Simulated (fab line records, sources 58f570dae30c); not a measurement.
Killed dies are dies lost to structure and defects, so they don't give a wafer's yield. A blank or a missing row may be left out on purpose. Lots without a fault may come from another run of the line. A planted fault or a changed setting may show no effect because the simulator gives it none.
fab line records | flow berkeley_cmos170
record lots=12 wafers=36 last_day=12
route steps=331 shown PWELL@39 FIELD@96 GATE@140 PLDD@151
lots that met no fault: from a run of the same line without faults
start_h: hours from the record's first day to the start of the lot's first wafer shown | wait_h: hours since the lot's step before | " the same as in the row above | L1.1+2: a row that stands for several wafers | - no value, or no start given | * or withheld: withheld | < > ~ a bound
route shown NAME@n: a module of which the file shows steps, and the number in the route of the first | usual: mean/standard deviation of fault-free wafers | same: alike in all rows | chamber/n: place in a boat | sites: the reading at each site | _std_site: their standard deviation | _edge_site: outer sites' mean less inner sites' | radius_mm: how far each site lies from the wafer's centre | mask NAME#n: copy n | behind: the tool/chamber that last shaped the wafer | hold: why the lot was held/for how many hours/how that ended | device: the transistor (n, p or np) that didn't switch | end of line: the same wafers' tests at the end of the route | a step without rows: its recipe alone | killed: dies lost to structure and defects at the first sort, not the wafer's yield | map: a wafer's dies, x killed, . not, _ none there
set.NAME: the setting as run; set.NAME@STEP: as run at that earlier step | model.NAME: the simulator's own value behind a step, which no gauge read
steps of the route over a sample of lots; a table a step, a row a wafer
services: from which hour (start_h, from the record's first day; less than 0 if before it) a tool's chamber was out of use, for how many hours, and why
## steps
# step UCB170_PWELL_CVD_05
# recipe material=Si3N4 target_thk_nm=220 temp_c=800 precursor=SiH2Cl2/NH3 time_s=3300 pressure_mtorr=200 sih2cl2_flow_sccm=25 nh3_flow_sccm=75
# usual sih2cl2_flow_sccm=25.00/0.072 spike_tc_load_C=825.0/2.8 susceptor_temp_C=800.0/0.33
# columns lot.wafer tool chamber start_h wait_h sih2cl2_flow_sccm spike_tc_load_C susceptor_temp_C
L136.2 lpcvd-02 1 55.73 0.0 25.11 827.3 800.1
L136.5 " 1 " " 25.15 828.0 799.5
L136.6 " 1 " " 25.10 828.6 800.1
L137.1 lpcvd-02 0 55.73 0.0 24.91 822.5 799.6
L137.3 " 0 " " 25.01 823.3 799.7
L137.5 " 0 " " 25.00 823.2 800.0
L138.2 lpcvd-02 1 69.79 1.5 24.93 829.1 800.4
L138.3 " 1 " " 24.99 827.9 799.9
L138.4 " 1 " " 24.89 827.2 800.0
L139.1 lpcvd-02 0 69.79 1.5 24.86 821.1 800.2
L139.2 " 0 " " 24.96 821.2 800.3
L139.4 " 0 " " 24.90 823.6 800.5
L140.2 lpcvd-02 0 69.79 1.5 24.86 821.9 800.1
L140.3 " 0 " " 24.96 822.0 799.7
L140.5 " 0 " " 25.12 822.3 800.1
L143.1 lpcvd-02 1 78.60 0.0 25.09 828.3 799.5
L143.3 " 1 " " 25.06 825.0 799.4
L143.4 " 1 " " 25.02 827.7 799.7
L145.2 lpcvd-02 0 105.86 1.3 25.02 821.7 -
L145.3 " 0 " " 24.99 822.5 -
L145.5 " 0 " " 25.02 822.7 -
L155.2 lpcvd-01 1 158.92 0.0 25.00 825.6 800.3
L155.4 " 1 " " 24.99 827.0 799.8
L155.6 " 1 " " 25.07 824.1 800.0
L156.1 lpcvd-01 0 158.92 0.0 25.09 824.3 799.9
L156.2 " 0 " " 25.05 823.2 799.8
L156.5 " 0 " " 25.02 822.4 799.9
L157.2 lpcvd-01 0 158.92 0.0 25.09 824.3 800.2
L157.3 " 0 " " 24.97 824.5 800.2
L157.5 " 0 " " 24.98 822.8 800.4
L158.3 lpcvd-01 1 166.65 0.0 24.96 825.6 800.0
L158.5 " 1 " " 25.12 824.7 799.9
L158.6 " 1 " " 24.96 828.0 800.0
L159.1 lpcvd-01 1 166.65 0.0 25.05 825.5 800.5
L159.2 " 1 " " 25.04 824.6 799.6
L159.3 " 1 " " 24.95 825.8 800.8
# step UCB170_PWELL_THK_MEAS_06
# recipe reads=Si3N4_of_PWELL_CVD_05
# usual PWELL_NITRIDE_THK=218.9/1.9
# columns lot.wafer tool chamber start_h wait_h PWELL_NITRIDE_THK[nm]
L137.1 film_metro-02 - 57.65 0.0 219.9
L137.3 " - " " 219.6
L137.5 " - " " 220.5
L136.2 film_metro-03 - 57.66 0.0 217.9
L136.5 " - " " 217.8
L136.6 " - " " 221.3
L139.1 film_metro-02 - 71.70 0.0 225.3
L139.2 " - " " 223.1
L139.4 " - " " 223.1
L138.2 film_metro-03 - 71.71 0.0 219.2
L138.3 " - " " 217.6
L138.4 " - " " 216.7
L140.2 film_metro-04 - 71.73 0.0 219.4
L140.3 " - " " 218.5
L140.5 " - " " 217.3
L143.1 film_metro-04 - 80.52 0.0 218.3
L143.3 " - " " 219.0
L143.4 " - " " 217.4
L145.2 film_metro-03 - 107.79 0.5 111.4
L145.3 " - " " 110.6
L145.5 " - " " 108.2
L156.1 film_metro-04 - 160.83 0.0 220.5
L156.2 " - " " 218.2
L156.5 " - " " 219.7
L155.2 film_metro-03 - 160.84 0.0 221.0
L155.4 " - " " 220.7
L155.6 " - " " 220.5
L157.2 film_metro-02 - 160.84 0.0 219.4
L157.3 " - " " 219.3
L157.5 " - " " 218.0
L159.1 film_metro-03 - 168.56 0.0 218.6
L159.2 " - " " 220.1
L159.3 " - " " 220.6
L158.3 film_metro-02 - 168.58 0.0 221.2
L158.5 " - " " 221.9
L158.6 " - " " 218.5
# step UCB170_PWELL_ETCH_14
# recipe chemistry=CH3F/Ar/O2 target=Si3N4 stop_on=SiO2 CH3F_flow_sccm=20 Ar_flow_sccm=50 O2_flow_sccm=7 pressure_mtorr=50 rf_w=450 target_depth_a=2420 over_etch_frac=0.1 time_s=151
# usual drypump_motor_current_A=5.7/0.48 oes_product_au=0.937/0.017 throttle_valve_pct=8.02/0.09
# same time_s=151
# columns lot.wafer tool chamber start_h wait_h drypump_motor_current_A oes_product_au rf_hours_counter_h throttle_valve_pct
L136.2 rie_diel-04 0 59.31 0.0 5.1 0.924 159 7.93
L136.5 " 2 " " 5.8 0.921 - 7.93
L136.6 " 1 " " 6.4 0.950 - 7.95
L137.1 rie_diel-03 2 59.59 0.0 6.1 0.920 16 7.97
L137.3 " 1 " " 5.4 0.932 16 8.00
L137.5 " 2 " " 6.1 0.923 - 7.94
L138.2 rie_diel-03 3 72.64 0.0 6.3 0.960 3 8.20
L138.3 " 1 " " 5.4 0.937 16 8.01
L138.4 " 3 " " 6.3 0.953 - 8.20
L139.1 rie_diel-04 0 72.91 0.0 5.1 0.947 160 7.93
L139.2 " 3 " " 5.6 0.927 94 8.03
L139.4 " 1 " " 6.4 0.947 13 7.97
L140.2 rie_diel-02 0 73.25 0.0 5.3 0.956 73 7.88
L140.3 " 2 " " 5.3 0.961 74 8.12
L140.5 " 0 " " 5.3 0.963 - 7.88
L143.1 rie_diel-02 0 82.46 0.0 5.3 0.958 73 7.89
L143.3 " 2 " " 5.3 0.967 75 8.12
L143.4 " 3 " " 5.1 0.928 113 7.99
L145.2 rie_diel-03 0 109.50 0.0 6.0 0.668 159 8.07
L145.3 " 2 " " 6.2 0.647 18 7.93
L145.5 " 2 " " 6.2 0.647 - 7.94
L155.2 rie_diel-03 0 161.88 0.0 6.0 0.955 1 8.07
L155.4 " 3 " " 6.3 0.963 7 8.22
L155.6 " 1 " " 5.4 0.945 - 8.01
L156.1 rie_diel-04 0 162.15 0.0 5.1 0.937 2 7.91
L156.2 " 1 " " 6.4 0.938 17 7.96
L156.5 " 1 " " 6.4 0.947 - 7.96
L157.2 rie_diel-02 0 162.38 0.0 5.3 0.965 77 7.89
L157.3 " 2 " " 5.3 0.960 79 8.12
L157.5 " 1 " " 5.1 0.913 - 8.06
L159.1 rie_diel-03 2 169.50 0.0 6.2 0.919 21 7.95
L159.2 " 1 " " 5.4 0.941 21 8.00
L159.3 " 3 " " 6.4 0.960 7 8.21
L158.3 rie_diel-04 2 169.74 0.0 5.8 0.923 46 7.91
L158.5 " 0 " " 5.0 0.939 - 7.93
L158.6 " 1 " " 6.4 0.947 - 7.96
# step UCB170_FIELD_THK_MEAS_90
# recipe reads=SiO2_of_FIELD_OXIDATION_01
# usual FIELD_OXIDE_LEFT_1_THK=441/10
# columns lot.wafer tool chamber start_h wait_h FIELD_OXIDE_LEFT_1_THK[nm]
L137.1 film_metro-02 - 107.64 0.1 440
L137.3 " - " " 440
L137.5 " - " " 436
L136.2 film_metro-04 - 107.65 0.1 432
L136.5 " - " " 439
L136.6 " - " " 430
L139.1 film_metro-03 - 126.73 0.0 436
L139.2 " - " " 427
L139.4 " - " " 432
L138.2 film_metro-04 - 126.74 0.0 441
L138.3 " - " " 441
L138.4 " - " " 436
L140.2 film_metro-04 - 126.80 0.1 430
L140.3 " - " " 427
L140.5 " - " " 428
L143.1 film_metro-03 - 136.89 0.1 453
L143.3 " - " " 449
L143.4 " - " " 443
L145.2 film_metro-03 - 168.08 0.0 447
L145.3 " - " " 442
L145.5 " - " " 454
L159.1 film_metro-03 - 221.41 0.0 437
L159.2 " - " " 436
L159.3 " - " " 425
L157.2 film_metro-02 - 221.42 0.0 430
L157.3 " - " " 443
L157.5 " - " " 442
L158.3 film_metro-04 - 221.43 0.0 456
L158.5 " - " " 461
L158.6 " - " " 460
L156.1 film_metro-04 - 221.47 0.1 428
L156.2 " - " " 422
L156.5 " - " " 446
L155.2 film_metro-04 - 226.14 0.0 434
L155.4 " - " " 432
L155.6 " - " " 423
# step UCB170_GATE_ETCH_14
# recipe chemistry=N2/H2 target_depth_a=withheld overetch_a=withheld target=BARC time_s=withheld source_w=500 bias_w=100 pressure_mtorr=30 n2_flow_sccm=100 h2_flow_sccm=200
# usual drypump_motor_current_A=5.4/0.48 oes_product_au=1.001/0.019 throttle_valve_pct=13.27/0.11
# columns lot.wafer tool chamber start_h wait_h drypump_motor_current_A oes_product_au throttle_valve_pct
L136.2 rie_diel-01 3 143.59 0.0 6.1 0.984 13.40
L136.5 " 3 " " 6.1 0.986 13.37
L136.6 " 0 " " 5.8 1.012 13.30
L137.1 rie_diel-01 0 144.57 0.0 5.8 1.013 13.29
L137.3 " 3 " " 6.1 0.999 13.38
L137.5 " 3 " " 6.1 0.981 13.38
L139.1 rie_diel-04 2 164.42 0.0 5.8 0.973 13.22
L139.2 " 0 " " 5.1 0.992 13.13
L139.4 " 1 " " 6.4 1.011 13.19
L140.2 rie_diel-02 2 164.66 0.0 5.3 1.031 13.35
L140.3 " 3 " " 5.1 1.004 13.20
L140.5 " 0 " " 5.3 1.001 13.14
L138.2 rie_diel-01 1 164.91 0.0 4.7 0.996 13.14
L138.3 " 3 " " 6.1 0.989 13.38
L138.4 " 3 " " 6.1 0.983 13.38
L143.1 rie_diel-01 0 173.17 0.0 5.8 1.014 13.30
L143.3 " 3 " " 6.1 0.997 13.39
L143.4 " 3 " " 6.1 1.000 13.40
L145.2 rie_diel-02 1 203.10 0.0 5.1 0.997 13.38
L145.3 " 3 " " 5.1 1.008 13.18
L145.5 " 3 " " 5.1 1.004 13.19
L157.2 rie_diel-02 2 255.05 0.0 5.3 1.020 13.36
L157.3 " 3 " " 5.1 0.996 13.18
L157.5 " 1 " " 5.1 0.978 13.37
L156.1 rie_diel-01 2 255.08 0.0 4.9 0.970 13.49
L156.2 " 3 " " 6.1 0.974 13.39
L156.5 " 0 " " 5.8 1.002 13.29
L158.3 rie_diel-02 3 255.33 0.0 5.1 0.999 13.20
L158.5 " 1 " " 5.1 0.982 13.38
L158.6 " 0 " " 5.3 1.015 13.13
L159.1 rie_diel-01 3 255.44 0.0 6.1 1.002 13.37
L159.2 " 0 " " 5.8 1.027 13.30
L159.3 " 2 " " 4.8 0.981 13.50
L155.2 rie_diel-01 0 260.91 0.0 5.8 1.013 13.30
L155.4 " 2 " " 4.9 0.999 13.50
L155.6 " 0 " " 5.8 1.011 13.29
# step UCB170_PLDD_CD_MEAS_06
# recipe target_cd_nm=1200
# usual cd_nm=1199.9/1.3
# columns lot.wafer tool chamber start_h wait_h cd_nm
L136.2 cd_sem-02 - 147.13 - 1200.7
L136.5 " - " " 1200.6
L136.6 " - " " 1200.3
L137.1 cd_sem-01 - 148.11 - 1199.5
L137.3 " - " " 1199.7
L137.5 " - " " 1201.5
L139.1 cd_sem-01 - 168.30 - 1200.4
L139.2 " - " " 1198.8
L139.4 " - " " 1199.6
L138.2 cd_sem-01 - 168.45 - 1201.4
L138.3 " - " " 1200.6
L138.4 " - " " 1200.2
L140.2 cd_sem-01 - 168.69 - 1199.3
L140.3 " - " " 1198.0
L140.5 " - " " 1198.0
L143.1 cd_sem-02 - 175.95 - 1200.0
L143.3 " - " " 1200.1
L143.4 " - " " 1200.1
L145.2 cd_sem-02 - 208.19 - 1197.4
L145.3 " - " " 1197.5
L145.5 " - " " 1199.3
L157.2 cd_sem-02 - 256.46 - 1202.8
L157.3 " - " " 1200.9
L157.5 " - " " 1201.9
L156.1 cd_sem-01 - 256.71 - 1198.4
L156.2 " - " " 1199.9
L156.5 " - " " 1197.5
L158.3 cd_sem-02 - 257.95 - 1201.1
L158.5 " - " " 1198.6
L158.6 " - " " 1200.4
L159.1 cd_sem-01 - 257.97 - 1198.9
L159.2 " - " " 1200.2
L159.3 " - " " 1200.5
L155.2 cd_sem-02 - 262.68 - 1200.0
L155.4 " - " " 1199.4
L155.6 " - " " 1198.8
## services
# columns tool chamber start_h hours kind
rie_diel-03 1 46.59 2.4 repair
rie_diel-03 3 46.97 5.3 repair
lpcvd-02 - 53.84 1.4 repair
rie_diel-02 3 60.92 16.8 repair
rie_diel-03 1 63.01 8.0 repair
rie_diel-03 2 69.09 7.4 repair
rie_diel-02 2 73.43 6.9 repair
rie_diel-03 0 88.27 7.1 repair
rie_diel-02 1 92.16 4.5 repair
rie_diel-02 2 99.98 7.3 repair
rie_diel-02 0 145.40 6.7 repair
rie_diel-03 2 147.70 3.9 repair
rie_diel-02 2 149.09 5.4 repair
rie_diel-01 - 156.34 4.9 repair
rie_diel-01 2 161.25 - clean
rie_diel-02 3 165.48 1.7 repair
rie_diel-01 - 165.74 0.6 repair
rie_diel-03 0 170.99 4.4 repair
rie_diel-04 2 178.08 5.1 repair
rie_diel-01 - 202.24 2.8 pm
rie_diel-01 1 205.96 8.2 repair
rie_diel-04 1 205.99 17.1 repair
rie_diel-02 0 227.31 8.3 repair
rie_diel-03 3 231.33 10.4 repair
## key
first_sign step=UCB170_PWELL_THK_MEAS_06 reading=PWELL_NITRIDE_THK direction=down sigmas=57 usual=218.9 struck=110.1
effect step=UCB170_PWELL_ETCH_14 reading=oes_product_au direction=down sigmas=17 usual=0.937 struck=0.654
met_at UCB170_PWELL_CVD_05
struck_lots L145
struck_wafers L145.2,L145.3,L145.5
tester_left_out L145
not_acting_at UCB170_FIELD_THK_MEAS_90,UCB170_GATE_ETCH_14,UCB170_PLDD_CD_MEAS_06
onset_between 69.79 105.86
fault kind=process_parameter_drift tool=lpcvd-02 chamber=0 onset_h=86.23 steps=UCB170_PWELL_CVD_05 channel=time_s offset=* shape=step end_h=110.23 acts_in=* stated=*
# tester_left_out: of these lots the tester's yield and bins aren't shown, on N5 and GAA mostly nor the transistor test; their killed dies are dies lost to structure and defects alone, not to doping, threshold or leakage, so they don't give the yield
